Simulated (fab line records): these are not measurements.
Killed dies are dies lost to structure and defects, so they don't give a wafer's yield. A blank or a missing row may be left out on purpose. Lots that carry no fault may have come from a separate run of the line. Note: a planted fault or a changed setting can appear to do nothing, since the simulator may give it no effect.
The tool behind it: which one? + flow rit_cmos + 14 lots, 42 wafers sampled, at 3 steps of a route of 202

== WHAT THE GAUGES SHOWED, per wafer ==
RIT_SILICIDE_RS_MEAS_02: the measuring method here is four-point-probe. Usual: SILICIDE_TI_RS typically reads 48.0 ohm/sq, with standard deviation 0.82.
| lot  | measured    | on            | SILICIDE_TI_RS (ohm/sq)       | flag |
|------|-------------|---------------|-------------------------------|------|
| L422 | day 3 18:56 | film_metro-03 | 46.8 47.1 47.4                |      |
| L423 | day 3 22:47 | film_metro-03 | 48.7 48.8 48.4                |      |
| L424 | day 4 01:32 | film_metro-01 | 47.2 47.2 48.0                |      |
| L426 | day 4 18:52 | film_metro-03 | 48.8 49.0 49.0                |      |
| L427 | day 5 02:47 | film_metro-02 | 47.5 47.6 47.7                |      |
| L428 | day 5 03:02 | film_metro-01 | 47.3 46.5 46.4                |      |
| L429 | day 5 07:40 | film_metro-01 | 48.6 48.2 47.7                |      |
| L430 | day 5 14:59 | film_metro-01 | 49.6 48.9 49.9                |      |
| L431 | day 6 02:23 | film_metro-02 | 48.7 47.7 48.3                |      |
| L433 | day 6 14:52 | film_metro-03 | 47.6 48.3 47.5                |      |
| L438 | day 7 15:12 | film_metro-02 | 49.3 48.3 48.7                |      |
| L439 | day 7 15:25 | film_metro-01 | 54.4 54.2 54.6 54.9 54.8 55.1 | OFF  |
| L442 | day 8 02:52 | film_metro-03 | 53.2 53.0 53.1 53.7 53.5 53.6 | OFF  |
| L444 | day 8 07:13 | film_metro-01 | 48.5 47.9 48.3                |      |

RIT_SILICIDE_THK_MEAS_03: measures by xrf. Usual: SILICIDE_TI_THK typically reads 29.6 nm, with standard deviation 0.43.
| lot  | measured    | on            | SILICIDE_TI_THK (nm)          | flag |
|------|-------------|---------------|-------------------------------|------|
| L422 | day 3 19:03 | film_metro-03 | 30.2 30.1 30.0                |      |
| L423 | day 3 22:54 | film_metro-03 | 29.3 29.2 29.4                |      |
| L424 | day 4 01:38 | film_metro-01 | 29.8 29.7 29.5                |      |
| L426 | day 4 18:58 | film_metro-03 | 29.1 29.0 29.2                |      |
| L427 | day 5 02:55 | film_metro-02 | 29.9 29.9 29.8                |      |
| L428 | day 5 03:10 | film_metro-01 | 29.9 30.2 30.1                |      |
| L429 | day 5 07:46 | film_metro-01 | 29.2 29.2 29.6                |      |
| L430 | day 5 15:05 | film_metro-01 | 28.7 29.0 28.4                |      |
| L431 | day 6 02:30 | film_metro-02 | 29.5 29.9 29.7                |      |
| L433 | day 6 14:59 | film_metro-03 | 30.0 29.5 30.0                |      |
| L438 | day 7 15:19 | film_metro-02 | 29.1 29.5 29.2                |      |
| L439 | day 7 16:37 | film_metro-01 | 26.6 26.6 26.3 26.7 26.6 26.5 | OFF  |
| L442 | day 8 14:06 | film_metro-03 | 27.2 27.3 27.3 27.3 27.4 27.4 | OFF  |
| L444 | day 8 07:19 | film_metro-01 | 29.1 29.4 29.2                |      |

== WHICH TOOL RAN EACH LOT (tool, then ch and the chambers of the sampled wafers, then the start) ==
| lot  | RIT_SILICIDE_SPUTTER_01     |
|------|-----------------------------|
| L422 | pvd_sputter-02, day 3 18:47 |
| L423 | pvd_sputter-03, day 3 22:38 |
| L424 | pvd_sputter-04, day 4 01:20 |
| L426 | pvd_sputter-03, day 4 18:39 |
| L427 | pvd_sputter-02, day 5 02:38 |
| L428 | pvd_sputter-04, day 5 02:53 |
| L429 | pvd_sputter-02, day 5 07:29 |
| L430 | pvd_sputter-03, day 5 14:47 |
| L431 | pvd_sputter-02, day 6 02:14 |
| L433 | pvd_sputter-02, day 6 14:43 |
| L438 | pvd_sputter-02, day 7 15:02 |
| L439 | pvd_sputter-03, day 7 15:16 |
| L442 | pvd_sputter-03, day 8 02:41 |
| L444 | pvd_sputter-02, day 8 07:01 |
- RIT_SILICIDE_SPUTTER_01: material Ti, target thk 30 nm, time 240 s.

== AS READ BY THE TOOLS THEMSELVES (means over the sampled wafers that have a number; for cases with no such wafer, the mark the record gives instead) ==
RIT_SILICIDE_SPUTTER_01. Usual: cathode_dc_power_W 350.01 W, standard deviation 0.062; throttle_valve_pct 30.0 %, standard deviation 0.71.
| lot  | tool           | cathode_dc_power_W (W) | throttle_valve_pct (%) | flag |
|------|----------------|------------------------|------------------------|------|
| L422 | pvd_sputter-02 | 349.93                 | 30.1                   |      |
| L423 | pvd_sputter-03 | 350.01                 | 30.2                   |      |
| L424 | pvd_sputter-04 | 349.97                 | 30.3                   |      |
| L426 | pvd_sputter-03 | 349.95                 | 29.3                   |      |
| L427 | pvd_sputter-02 | 349.97                 | 30.5                   |      |
| L428 | pvd_sputter-04 | 350.03                 | 29.5                   |      |
| L429 | pvd_sputter-02 | 350.05                 | 30.0                   |      |
| L430 | pvd_sputter-03 | 350.04                 | 30.0                   |      |
| L431 | pvd_sputter-02 | 349.97                 | 29.8                   |      |
| L433 | pvd_sputter-02 | 350.04                 | 29.8                   |      |
| L438 | pvd_sputter-02 | 350.04                 | 29.8                   |      |
| L439 | pvd_sputter-03 | 318.19                 | 29.8                   | OFF  |
| L442 | pvd_sputter-03 | 318.16                 | 29.7                   | OFF  |
| L444 | pvd_sputter-02 | 350.00                 | 29.9                   |      |

== THE ANSWER, worked out from the rows above alone ==
Rule: lot off if the mean of its wafers having a number is beyond 3 standard deviations from the usual mean. A lot without any number at a reading at which 4 lots or more have one is off too. All remaining lots with rows at the step are treated as sound. First the gauges in route order, then the tools' own readings, where a lot's mean is used as printed above. The first step at which some lot is off is used, and at that step the reading that is off furthest; a lot without a number counts as furthest.
Off: L439, L442, seen at RIT_SILICIDE_RS_MEAS_02 (SILICIDE_TI_RS).
A tool fits if, at a process step before that reading, it ran every lot that is off, and no sound lot after the first of them. Not tried: the gauges at RIT_SILICIDE_RS_MEAS_02; whatever is off there is also off at RIT_SILICIDE_SPUTTER_01, on other tools, and gauge error can't account for it. One candidate fits, namely pvd_sputter-03 at RIT_SILICIDE_SPUTTER_01. A fault onset in the window from L430 (day 5 14:47, its last sound lot) to L439 (day 7 15:16, its first lot off) fits.
On the lots that are off, the tool's own readings at RIT_SILICIDE_SPUTTER_01 differ by more than 5 times the standard deviation of the sound lots' means, which bears it out; cathode_dc_power_W reads 318.18 W there versus 350.00 W on the sound lots.

== WHAT THE SIMULATOR PUT IN ==
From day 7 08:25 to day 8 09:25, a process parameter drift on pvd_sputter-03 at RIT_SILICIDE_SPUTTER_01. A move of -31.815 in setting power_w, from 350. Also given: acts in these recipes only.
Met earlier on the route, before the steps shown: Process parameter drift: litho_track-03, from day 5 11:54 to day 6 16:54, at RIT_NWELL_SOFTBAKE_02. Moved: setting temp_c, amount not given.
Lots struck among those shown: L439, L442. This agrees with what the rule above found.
